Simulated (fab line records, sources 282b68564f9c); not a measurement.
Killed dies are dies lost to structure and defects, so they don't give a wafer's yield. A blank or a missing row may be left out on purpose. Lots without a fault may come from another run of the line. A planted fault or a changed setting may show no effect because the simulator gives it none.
fab line records | flow rit_cmos | part 1 of 2: steps 1 to 26 of 36
record lots=5 wafers=15 last_day=7
route steps=202 shown PSD@149 SDANNEAL@153 NSD@158 PLDD@159 NLDD@160 SILICIDE@161 CONTACT@168 M1@184
lots that met no fault: from a run of the same line without faults
start_h: hours from the record's first day to the start of the lot's first wafer shown | wait_h: hours since the lot's step before | " the same as in the row above | L1.1+2: a row that stands for several wafers | - no value, or no start given | * or withheld: withheld | < > ~ a bound
route shown NAME@n: a module of which the file shows steps, and the number in the route of the first | usual: mean/standard deviation of fault-free wafers | same: alike in all rows | chamber/n: place in a boat | sites: the reading at each site | _std_site: their standard deviation | _edge_site: outer sites' mean less inner sites' | radius_mm: how far each site lies from the wafer's centre | mask NAME#n: copy n | behind: the tool/chamber that last shaped the wafer | hold: why the lot was held/for how many hours/how that ended | device: the transistor (n, p or np) that didn't switch | end of line: the same wafers' tests at the end of the route | a step without rows: its recipe alone | killed: dies lost to structure and defects at the first sort, not the wafer's yield | map: a wafer's dies, x killed, . not, _ none there
set.NAME: the setting as run; set.NAME@STEP: as run at that earlier step | model.NAME: the simulator's own value behind a step, which no gauge read
lots at some steps of the route; a table a step, a row a wafer
services: from which hour (start_h, from the record's first day; less than 0 if before it) a tool's chamber was out of use, for how many hours, and why
## steps
# step RIT_PSD_HARDBAKE_07
# recipe resist=NOVOLAK temp_c=140 time_s=60
# usual exhaust_pa=44.9/0.9
# columns lot.wafer tool chamber start_h wait_h exhaust_pa
L075.3 litho_track-01 0 57.66 0.1 45.4
L075.4 " 0 " " 45.5
L075.6 " 0 " " 44.8
L079.3 litho_track-01 0 74.47 0.1 43.9
L079.4 " 0 " " 43.0
L079.6 " 0 " " 43.8
L092.2 litho_track-04 0 138.35 0.0 45.2
L092.4 " 0 " " 43.7
L092.5 " 0 " " 45.8
L096.2 litho_track-02 0 158.24 0.0 45.4
L096.3 " 0 " " 44.8
L096.5 " 0 " " 45.1
L097.1 litho_track-01 0 163.17 0.0 45.8
L097.3 " 0 " " 46.2
L097.5 " 0 " " 46.4
# step RIT_PSD_IMPLANT_08
# recipe species=BF2 energy_kev=27 dose_cm2=5e+15 tilt_deg=7
# usual beam_energy_keV=26.999/0.0085 beam_on_s=12.4/0.5
# columns lot.wafer tool chamber start_h wait_h beam_energy_keV beam_on_s
L075.3 implanter-04 0 57.81 0.1 27.002 11.9
L075.4 " 0 " " 26.999 11.8
L075.6 " 0 " " 27.018 11.5
L079.3 implanter-04 0 74.62 0.1 26.995 11.9
L079.4 " 0 " " 27.003 12.0
L079.6 " 0 " " 27.006 11.6
L092.2 implanter-01 0 138.50 0.1 27.004 12.7
L092.4 " 0 " " 26.998 12.5
L092.5 " 0 " " 27.003 12.6
L096.2 implanter-01 0 158.39 0.1 27.011 12.6
L096.3 " 0 " " 26.999 12.5
L096.5 " 0 " " 26.993 12.7
L097.1 implanter-04 0 163.32 0.1 27.006 11.9
L097.3 " 0 " " 26.992 11.8
L097.5 " 0 " " 27.008 11.6
# step RIT_PSD_STRIP_09
# recipe chemistry=O2 time_s=180 resist=NOVOLAK platen_temp_c=withheld power_w=500 pressure_mtorr=4000 o2_flow_sccm=4000
# usual drypump_motor_current_A=5.5/0.38
# columns lot.wafer tool chamber start_h wait_h drypump_motor_current_A rf_hours_counter_h
L075.3 plasma_asher-04 0 57.97 0.1 5.2 -
L075.4 " 1 " " 5.5 -
L075.6 " 0 " " 5.2 -
L079.3 plasma_asher-04 0 74.78 0.1 5.2 -
L079.4 " 1 " " 5.6 -
L079.6 " 0 " " 5.2 -
L092.2 plasma_asher-03 0 138.62 0.1 5.8 50
L092.4 " 1 " " 5.7 -
L092.5 " 1 " " 5.7 -
L096.2 plasma_asher-03 1 158.51 0.1 5.7 52
L096.3 " 0 " " 5.7 -
L096.5 " 0 " " 5.8 -
L097.1 plasma_asher-03 0 163.47 0.1 5.7 53
L097.3 " 1 " " 5.8 -
L097.5 " 1 " " 5.8 -
# step RIT_PSD_TW_MEAS_10
# usual PSD_TW=3432/59
# columns lot.wafer tool chamber start_h wait_h PSD_TW
L075.3 film_metro-03 - 58.11 0.1 3513
L075.4 " - " " 3497
L075.6 " - " " 3492
L079.3 film_metro-03 - 74.92 0.1 3499
L079.4 " - " " 3494
L079.6 " - " " 3492
L092.2 film_metro-01 - 138.81 0.1 3375
L092.4 " - " " 3384
L092.5 " - " " 3392
L096.2 film_metro-01 - 158.70 0.1 3374
L096.3 " - " " 3383
L096.5 " - " " 3396
L097.1 film_metro-01 - 163.64 0.1 3376
L097.3 " - " " 3360
L097.5 " - " " 3367
# step RIT_SDANNEAL_CLEAN_00
# recipe chemistry=SC1 mix=3:3:50 time_s=600 temp_c=75
# usual bath_heat_duty_pct=15.2/2.5
# columns lot.wafer tool chamber start_h wait_h bath_heat_duty_pct
L075.3 wet_bench-01 0 58.15 0.0 14.1
L075.4 " 0 " " 14.1
L075.6 " 0 " " 14.3
L079.3 wet_bench-03 0 74.96 0.0 12.4
L079.4 " 0 " " 12.1
L079.6 " 0 " " 12.7
L092.2 wet_bench-03 2 138.86 0.0 11.4
L092.4 " 2 " " 11.8
L092.5 " 2 " " 11.8
L096.2 wet_bench-01 3 158.75 0.0 16.6
L096.3 " 3 " " 16.3
L096.5 " 3 " " 16.5
L097.1 wet_bench-04 2 163.70 0.1 13.1
L097.3 " 2 " " 13.7
L097.5 " 2 " " 14.2
# step RIT_SDANNEAL_CLEAN_01
# recipe chemistry=dHF dilution=50:1 time_s=30
# columns lot.wafer tool chamber start_h wait_h
L075.3+4+6 wet_bench-04 2 58.32 0.0
L079.3+4+6 wet_bench-01 2 75.13 0.0
L092.2+4+5 wet_bench-01 3 139.03 0.0
L096.2+3+5 wet_bench-03 2 158.94 0.0
L097.1+3+5 wet_bench-01 0 163.88 0.0
# step RIT_SDANNEAL_CLEAN_02
# recipe chemistry=SC2 mix=3:3:50 time_s=600 temp_c=75 dry=n2_spin
# usual bath_heat_duty_pct=15.4/2.7
# columns lot.wafer tool chamber start_h wait_h bath_heat_duty_pct
L075.3 wet_bench-03 0 58.34 0.0 13.1
L075.4 " 0 " " 13.1
L075.6 " 0 " " 12.3
L079.3 wet_bench-03 1 75.15 0.0 17.4
L079.4 " 1 " " 17.7
L079.6 " 1 " " 17.6
L092.2 wet_bench-03 0 139.05 0.0 12.2
L092.4 " 0 " " 12.8
L092.5 " 0 " " 11.6
L096.2 wet_bench-04 0 158.96 0.0 16.2
L096.3 " 0 " " 14.6
L096.5 " 0 " " 15.9
L097.1 wet_bench-04 0 163.89 0.0 14.4
L097.3 " 0 " " 15.5
L097.5 " 0 " " 15.9
# step RIT_SDANNEAL_RTA_03
# recipe temp_c=1050 time_s=5 idle_temp_c=600 ramp_up_c_per_s=342 ramp_down_c_per_s=171 cool_to_c=600 ambient=N2
# usual chamber_o2_ppm=1.997/0.02 wafer_temp_C_max=1053.5/1.2
# columns lot.wafer tool chamber start_h wait_h chamber_o2_ppm wafer_temp_C_max
L075.3 rtp_anneal-01 0 58.71 0.0 1.998 1051.7
L075.4 " 0 " " 2.013 1053.4
L075.6 " 0 " " 2.019 1052.1
L079.3 rtp_anneal-01 0 75.34 0.0 1.948 1053.7
L079.4 " 0 " " 1.985 1053.0
L079.6 " 0 " " 1.986 1055.0
L092.2 rtp_anneal-01 0 139.23 0.0 1.973 1052.7
L092.4 " 0 " " 1.979 1053.3
L092.5 " 0 " " 2.005 1053.3
L096.2 rtp_anneal-01 0 159.14 0.0 2.001 1052.3
L096.3 " 0 " " 2.008 1052.3
L096.5 " 0 " " 2.008 1052.6
L097.1 rtp_anneal-02 0 164.07 0.0 2.021 1052.6
L097.3 " 0 " " 2.001 1053.7
L097.5 " 0 " " 1.977 1056.0
# step RIT_SDANNEAL_RS_MEAS_04
# recipe thk_meas_gauge=four-point-probe
# usual PSD_RS=115.98/0.29
# columns lot.wafer tool chamber start_h wait_h PSD_RS[ohm/sq]
L075.3 film_metro-03 - 58.79 0.1 116.30
L075.4 " - " " 116.06
L075.6 " - " " 115.81
L079.3 film_metro-03 - 75.42 0.1 116.00
L079.4 " - " " 115.81
L079.6 " - " " 115.43
L092.2 film_metro-01 - 139.30 0.1 115.82
L092.4 " - " " 116.32
L092.5 " - " " 115.80
L096.2 film_metro-02 - 159.21 0.1 116.46
L096.3 " - " " 116.25
L096.5 " - " " 116.34
L097.1 film_metro-03 - 164.13 0.0 116.15
L097.3 " - " " 116.39
L097.5 " - " " 116.20
# step RIT_SDANNEAL_RS_MEAS_05
# recipe thk_meas_gauge=four-point-probe
# usual NSD_RS=84.61/0.28
# columns lot.wafer tool chamber start_h wait_h NSD_RS[ohm/sq]
L075.3 film_metro-03 - 58.91 0.1 84.33
L075.4 " - " " 84.07
L075.6 " - " " 84.52
L079.3 film_metro-03 - 75.54 0.1 84.41
L079.4 " - " " 84.84
L079.6 " - " " 84.60
L092.2 film_metro-01 - 139.42 0.1 84.52
L092.4 " - " " 84.66
L092.5 " - " " 84.56
L096.2 film_metro-02 - 159.33 0.1 84.79
L096.3 " - " " 84.46
L096.5 " - " " 84.59
L097.1 film_metro-03 - 164.25 0.1 84.35
L097.3 " - " " 84.52
L097.5 " - " " 84.18
# step RIT_SDANNEAL_RS_MEAS_06
# recipe thk_meas_gauge=four-point-probe
# usual PLDD_RS=178.8/0.5
# columns lot.wafer tool chamber start_h wait_h PLDD_RS[ohm/sq]
L075.3 film_metro-03 - 59.03 0.1 179.4
L075.4 " - " " 179.3
L075.6 " - " " 179.3
L079.3 film_metro-03 - 75.66 0.1 178.6
L079.4 " - " " 178.8
L079.6 " - " " 178.2
L092.2 film_metro-01 - 139.54 0.1 178.7
L092.4 " - " " 178.5
L092.5 " - " " 178.9
L096.2 film_metro-02 - 159.45 0.1 178.7
L096.3 " - " " 179.0
L096.5 " - " " 178.4
L097.1 film_metro-03 - 164.37 0.1 178.4
L097.3 " - " " 177.8
L097.5 " - " " 178.1
# step RIT_SDANNEAL_RS_MEAS_07
# recipe thk_meas_gauge=four-point-probe
# usual NLDD_RS=151.6/0.5
# columns lot.wafer tool chamber start_h wait_h NLDD_RS[ohm/sq]
L075.3 film_metro-03 - 59.15 0.1 151.8
L075.4 " - " " 151.7
L075.6 " - " " 151.3
L079.3 film_metro-03 - 75.78 0.1 151.7
L079.4 " - " " 152.4
L079.6 " - " " 152.0
L092.2 film_metro-01 - 139.66 0.1 151.6
L092.4 " - " " 151.7
L092.5 " - " " 151.9
L096.2 film_metro-02 - 159.57 0.1 151.6
L096.3 " - " " 152.0
L096.5 " - " " 151.4
L097.1 film_metro-03 - 164.49 0.1 150.8
L097.3 " - " " 150.9
L097.5 " - " " 151.7
# step RIT_SILICIDE_WET_ETCH_00
# recipe chemistry=BOE target=SiO2 target_depth_nm=14 time_s=15 dry=n2_spin dilution=10:1 temp_c=21.5
# usual bath_heat_duty_pct=1.7/0.42
# columns lot.wafer tool chamber start_h wait_h bath_heat_duty_pct
L075.3 wet_bench-03 0 59.23 0.1 1.4
L075.4 " 0 " " 0.7
L075.6 " 0 " " 1.5
L079.3 wet_bench-02 0 75.86 0.1 1.6
L079.4 " 0 " " 1.0
L079.6 " 0 " " 1.1
L092.2 wet_bench-02 1 139.76 0.1 1.9
L092.4 " 1 " " 1.9
L092.5 " 1 " " 1.9
L096.2 wet_bench-02 3 159.67 0.1 2.1
L096.3 " 3 " " 1.9
L096.5 " 3 " " 1.1
L097.1 wet_bench-01 0 164.61 0.1 1.2
L097.3 " 0 " " 2.0
L097.5 " 0 " " 1.3
# step RIT_SILICIDE_SPUTTER_01
# recipe material=Ti target_thk_nm=30 power_w=350 chamber_pressure_pa=0.667 gas=Ar time_s=240 substrate_temp_c=25
# usual throttle_valve_pct=29.3/0.66
# columns lot.wafer tool chamber start_h wait_h throttle_valve_pct
L075.3 pvd_sputter-03 - 59.25 0.0 31.9
L075.4 " - " " 30.8
L075.6 " - " " 29.2
L079.3 pvd_sputter-01 - 75.88 0.0 28.6
L079.4 " - " " 29.4
L079.6 " - " " 30.1
L092.2 pvd_sputter-04 - 139.78 0.0 28.9
L092.4 " - " " 28.7
L092.5 " - " " 28.3
L096.2 pvd_sputter-04 - 159.68 0.0 29.0
L096.3 " - " " 28.5
L096.5 " - " " 28.5
L097.1 pvd_sputter-01 - 164.62 0.0 29.5
L097.3 " - " " 28.6
L097.5 " - " " 28.7
# step RIT_SILICIDE_RS_MEAS_02
# recipe thk_meas_gauge=four-point-probe reads=Ti_of_SILICIDE_SPUTTER_01
# usual SILICIDE_TI_RS=47.6/0.64
# columns lot.wafer tool chamber start_h wait_h SILICIDE_TI_RS[ohm/sq]
L075.3 film_metro-04 - 59.44 0.1 48.3
L075.4 " - " " 48.3
L075.6 " - " " 47.9
L079.3 film_metro-02 - 76.07 0.1 47.5
L079.4 " - " " 46.5
L079.6 " - " " 47.1
L092.2 film_metro-03 - 139.95 0.1 48.1
L092.4 " - " " 48.4
L092.5 " - " " 48.2
L096.2 film_metro-02 - 159.85 0.1 48.8
L096.3 " - " " 48.9
L096.5 " - " " 49.2
L097.1 film_metro-04 - 164.78 0.1 46.5
L097.3 " - " " 46.7
L097.5 " - " " 46.9
# step RIT_SILICIDE_THK_MEAS_03
# recipe thk_meas_gauge=xrf reads=Ti_of_SILICIDE_SPUTTER_01
# usual SILICIDE_TI_THK=30.2/0.35
# columns lot.wafer tool chamber start_h wait_h SILICIDE_TI_THK[nm]
L075.3 film_metro-04 - 59.54 0.1 29.6
L075.4 " - " " 29.7
L075.6 " - " " 29.9
L079.3 film_metro-02 - 76.17 0.1 30.4
L079.4 " - " " 30.9
L079.6 " - " " 30.7
L092.2 film_metro-03 - 140.06 0.1 30.0
L092.4 " - " " 29.9
L092.5 " - " " 30.0
L096.2 film_metro-02 - 159.96 0.1 29.6
L096.3 " - " " 29.6
L096.5 " - " " 29.5
L097.1 film_metro-04 - 164.90 0.1 30.7
L097.3 " - " " 30.7
L097.5 " - " " 30.4
# step RIT_SILICIDE_RTA_04
# recipe temp_c=650 time_s=9.618 idle_temp_c=25 ramp_up_s=5 ramp_down_s=5 cool_to_c=25 ambient=N2
# usual chamber_o2_ppm=1.996/0.019 wafer_temp_C_max=652.5/0.74
# columns lot.wafer tool chamber start_h wait_h chamber_o2_ppm wafer_temp_C_max
L075.3 rtp_anneal-02 0 59.61 0.1 2.015 652.9
L075.4 " 0 " " 2.012 652.3
L075.6 " 0 " " 2.017 654.0
L079.3 rtp_anneal-02 0 76.23 0.1 1.988 652.7
L079.4 " 0 " " 1.980 651.7
L079.6 " 0 " " 1.974 653.5
L092.2 rtp_anneal-02 0 140.12 0.1 1.956 653.1
L092.4 " 0 " " 1.968 651.6
L092.5 " 0 " " 2.010 651.9
L096.2 rtp_anneal-02 0 160.02 0.1 1.973 653.5
L096.3 " 0 " " 2.011 652.4
L096.5 " 0 " " 1.975 652.5
L097.1 rtp_anneal-01 0 164.96 0.1 1.974 652.3
L097.3 " 0 " " 2.027 651.7
L097.5 " 0 " " 1.973 651.7
# step RIT_SILICIDE_WET_ETCH_05
# recipe chemistry=SPM target=Ti temp_c=90 time_s=120 dry=n2_spin
# usual bath_heat_duty_pct=13.1/1.7
# columns lot.wafer tool chamber start_h wait_h bath_heat_duty_pct
L075.3 wet_bench-02 2 59.65 0.0 15.1
L075.4 " 2 " " 14.0
L075.6 " 2 " " 15.0
L079.3 wet_bench-02 1 76.27 0.0 12.2
L079.4 " 1 " " 11.3
L079.6 " 1 " " 12.2
L092.2 wet_bench-01 2 140.17 0.0 13.7
L092.4 " 2 " " 14.5
L092.5 " 2 " " 14.6
L096.2 wet_bench-02 1 160.08 0.0 12.7
L096.3 " 1 " " 13.5
L096.5 " 1 " " 12.2
L097.1 wet_bench-03 1 165.03 0.1 16.1
L097.3 " 1 " " 14.2
L097.5 " 1 " " 12.6
# step RIT_SILICIDE_RTA_06
# recipe temp_c=750 time_s=10 idle_temp_c=25 ramp_up_s=5 ramp_down_s=10 cool_to_c=25 ambient=N2
# usual chamber_o2_ppm=1.999/0.021 wafer_temp_C_max=752.9/0.78
# columns lot.wafer tool chamber start_h wait_h chamber_o2_ppm wafer_temp_C_max
L075.3 rtp_anneal-01 0 59.71 0.0 1.991 753.1
L075.4 " 0 " " 1.996 752.2
L075.6 " 0 " " 2.011 752.7
L079.3 rtp_anneal-01 0 76.34 0.0 2.002 752.2
L079.4 " 0 " " 2.019 752.3
L079.6 " 0 " " 1.996 752.6
L092.2 rtp_anneal-01 0 140.22 0.0 2.007 751.2
L092.4 " 0 " " 2.040 752.5
L092.5 " 0 " " 2.015 752.1
L096.2 rtp_anneal-01 0 160.13 0.0 1.970 752.2
L096.3 " 0 " " 1.962 753.0
L096.5 " 0 " " 1.975 751.9
L097.1 rtp_anneal-02 0 165.08 0.0 1.991 753.1
L097.3 " 0 " " 1.979 753.2
L097.5 " 0 " " 1.989 753.3
# step RIT_CONTACT_CVD_00
# recipe material=SiO2 target_thk_nm=400 precursor=TEOS temp_c=390 time_s=61 rf_w=400
# usual heater_power_w=321/55
# columns lot.wafer tool chamber start_h wait_h heater_power_w
L075.3 pecvd-01 1 59.76 0.0 244
L075.4 " 0 " " 348
L075.6 " 2 " " 244
L079.3 pecvd-04 1 76.39 0.0 295
L079.4 " 2 " " 477
L079.6 " 1 " " 312
L092.2 pecvd-01 2 140.28 0.0 284
L092.4 " 2 " " 296
L092.5 " 0 " " 285
L096.2 pecvd-03 0 160.19 0.0 292
L096.3 " 1 " " 298
L096.5 " 0 " " 317
L097.1 pecvd-04 0 165.14 0.1 347
L097.3 " 2 " " 391
L097.5 " 0 " " 355
# step RIT_CONTACT_THK_MEAS_01
# recipe reads=SiO2_of_CONTACT_CVD_00
# usual CONTACT_TEOS_THK=400/5.9
# columns lot.wafer tool chamber start_h wait_h CONTACT_TEOS_THK[nm]
L075.3 film_metro-01 - 59.83 0.0 384
L075.4 " - " " 399
L075.6 " - " " 399
L079.3 film_metro-01 - 76.46 0.0 395
L079.4 " - " " 397
L079.6 " - " " 404
L092.2 film_metro-02 - 140.34 0.0 404
L092.4 " - " " 407
L092.5 " - " " 402
L096.2 film_metro-02 - 160.25 0.0 396
L096.3 " - " " 398
L096.5 " - " " 403
L097.1 film_metro-01 - 165.19 0.0 388
L097.3 " - " " 390
L097.5 " - " " 398
# step RIT_CONTACT_HMDS_02
# recipe prime_time_s=60 prime_temp_c=140
# usual exhaust_pa=44.8/0.94
# columns lot.wafer tool chamber start_h wait_h exhaust_pa
L075.3 litho_track-01 0 59.92 0.1 46.0
L075.4 " 0 " " 43.9
L075.6 " 0 " " 45.7
L079.3 litho_track-04 0 76.55 0.1 44.6
L079.4 " 0 " " 44.3
L079.6 " 0 " " 46.2
L092.2 litho_track-04 0 140.42 0.1 44.0
L092.4 " 0 " " 44.1
L092.5 " 0 " " 44.2
L096.2 litho_track-04 0 160.32 0.1 44.7
L096.3 " 0 " " 44.7
L096.5 " 0 " " 44.3
L097.1 litho_track-03 0 165.25 0.1 45.8
L097.3 " 0 " " 44.9
L097.5 " 0 " " 46.5
# step RIT_CONTACT_COAT_03
# recipe resist=NOVOLAK spin_rpm=3250 resist_thk_nm=1000
# usual exhaust_pa=45.0/0.85
# columns lot.wafer tool chamber start_h wait_h exhaust_pa
L075.3 litho_track-01 0 60.07 0.1 44.1
L075.4 " 0 " " 44.8
L075.6 " 0 " " 43.8
L079.3 litho_track-04 0 76.70 0.1 45.3
L079.4 " 0 " " 45.4
L079.6 " 0 " " 45.2
L092.2 litho_track-04 0 140.57 0.1 45.8
L092.4 " 0 " " 45.8
L092.5 " 0 " " 45.3
L096.2 litho_track-04 0 160.47 0.1 44.8
L096.3 " 0 " " 44.3
L096.5 " 0 " " 44.3
L097.1 litho_track-03 0 165.40 0.1 45.2
L097.3 " 0 " " 45.2
L097.5 " 0 " " 44.9
# step RIT_CONTACT_SOFTBAKE_04
# recipe resist=NOVOLAK temp_c=90 time_s=60
# usual exhaust_pa=45.0/0.92
# columns lot.wafer tool chamber start_h wait_h exhaust_pa
L075.3 litho_track-01 0 60.22 0.1 46.5
L075.4 " 0 " " 45.3
L075.6 " 0 " " 46.6
L079.3 litho_track-04 0 76.85 0.1 45.5
L079.4 " 0 " " 46.8
L079.6 " 0 " " 44.9
L092.2 litho_track-04 0 140.72 0.1 43.3
L092.4 " 0 " " 43.5
L092.5 " 0 " " 43.8
L096.2 litho_track-04 0 160.62 0.1 46.0
L096.3 " 0 " " 46.6
L096.5 " 0 " " 45.3
L097.1 litho_track-03 0 165.55 0.1 44.0
L097.3 " 0 " " 45.0
L097.5 " 0 " " 44.7
# step RIT_CONTACT_EXPOSE_05
# recipe mask_id=M11 na=0.6 source_shape=conventional sigma_outer=0.5 target_cd_nm=1000 dose_mj=244.7
# columns lot.wafer tool chamber start_h wait_h mask
L075.3+4+6 iline_stepper-02 0 60.48 0.2 M11#0
L079.3+4+6 iline_stepper-01 0 76.98 0.1 M11#0
L092.2+4+5 iline_stepper-01 0 140.86 0.1 M11#0
L096.2+3+5 iline_stepper-02 0 160.77 0.1 M11#0
L097.1+3+5 iline_stepper-02 0 165.70 0.1 M11#0
# step RIT_CONTACT_PEB_06
# recipe resist=NOVOLAK temp_c=withheld time_s=withheld
# usual exhaust_pa=45.0/0.78
# columns lot.wafer tool chamber start_h wait_h exhaust_pa
L075.3 litho_track-01 0 60.61 0.1 44.6
L075.4 " 0 " " 44.8
L075.6 " 0 " " 44.4
L079.3 litho_track-01 0 77.11 0.1 46.2
L079.4 " 0 " " 46.3
L079.6 " 0 " " 44.9
L092.2 litho_track-04 0 140.98 0.1 45.4
L092.4 " 0 " " 45.5
L092.5 " 0 " " 45.5
L096.2 litho_track-01 0 160.94 0.2 45.2
L096.3 " 0 " " 46.0
L096.5 " 0 " " 45.9
L097.1 litho_track-03 0 165.85 0.1 44.6
L097.3 " 0 " " 45.6
L097.5 " 0 " " 45.3
